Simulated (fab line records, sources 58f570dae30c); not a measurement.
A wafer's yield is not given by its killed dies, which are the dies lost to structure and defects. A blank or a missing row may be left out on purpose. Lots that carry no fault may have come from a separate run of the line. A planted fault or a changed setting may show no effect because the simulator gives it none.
Matching of chambers :: flow berkeleyCmos170 :: UCB170_PWELL_ETCH_14 on rieDiel-03: 4 sister chambers
The step etches Si3N4 in CH3F/Ar/O2, stops on SiO2, target depth 242 nm, time 151 s. 8 wafers are shown with their chamber, then 7 later ones without.

== WAFERS, EACH WITH ITS CHAMBER ==
wafer: L990.6
chamber: 1
drypumpMotorCurrentA (A): 6.5
throttleValvePct (%): 8.07

wafer: L993.1
chamber: 1
drypumpMotorCurrentA (A): 6.5
throttleValvePct (%): 8.07

wafer: L993.4
chamber: 0
drypumpMotorCurrentA (A): 6.0
throttleValvePct (%): 7.91

wafer: L100.3
chamber: 0
drypumpMotorCurrentA (A): 6.0
throttleValvePct (%): 7.93

wafer: L100.5
chamber: 2
drypumpMotorCurrentA (A): 5.8
throttleValvePct (%): 8.13

wafer: L100.6
chamber: 3
drypumpMotorCurrentA (A): 4.8
throttleValvePct (%): 8.28

wafer: L101.1
chamber: 2
drypumpMotorCurrentA (A): 5.9
throttleValvePct (%): 8.11

wafer: L101.2
chamber: 3
drypumpMotorCurrentA (A): 4.8
throttleValvePct (%): 8.25

== WAFERS WITH NO CHAMBER GIVEN ==
wafer: L101.3
drypumpMotorCurrentA (A): 6.0
throttleValvePct (%): 7.93

wafer: L108.3
drypumpMotorCurrentA (A): 6.6
throttleValvePct (%): 8.08

wafer: L108.4
drypumpMotorCurrentA (A): 6.0
throttleValvePct (%): 7.92

wafer: L108.5
drypumpMotorCurrentA (A): 4.9
throttleValvePct (%): 8.27

wafer: L111.3
drypumpMotorCurrentA (A): 4.9
throttleValvePct (%): 8.29

wafer: L111.5
drypumpMotorCurrentA (A): 4.8
throttleValvePct (%): 8.27

wafer: L111.6
drypumpMotorCurrentA (A): 5.9
throttleValvePct (%): 8.12

== WHICH CHAMBER EACH ONE RAN IN ==
wafer: L101.3
from the rows above: 0
in truth: 0

wafer: L108.3
from the rows above: 1
in truth: 1

wafer: L108.4
from the rows above: 0
in truth: 0

wafer: L108.5
from the rows above: 3
in truth: 3

wafer: L111.3
from the rows above: 3
in truth: 3

wafer: L111.5
from the rows above: 3
in truth: 3

wafer: L111.6
from the rows above: 2
in truth: 2
Correctly placed: 7 of 7. Not placeable from these rows: 0. Number placed wrongly: 0.
How it was worked out, from the rows above alone: a wafer's distance from a chamber is the root of the sum, over the readings, of the square of ((its reading less the chamber's mean) divided by the reading's scatter). If the next closest chamber is less than 2 further off than the closest, the wafer can't be placed; otherwise it belongs to the closest. Each chamber's mean is taken over the wafers shown for it. The scatter: the root of (the sum of the squares of (reading less its chamber's mean) over the shown wafers, divided by (wafers less chambers)).
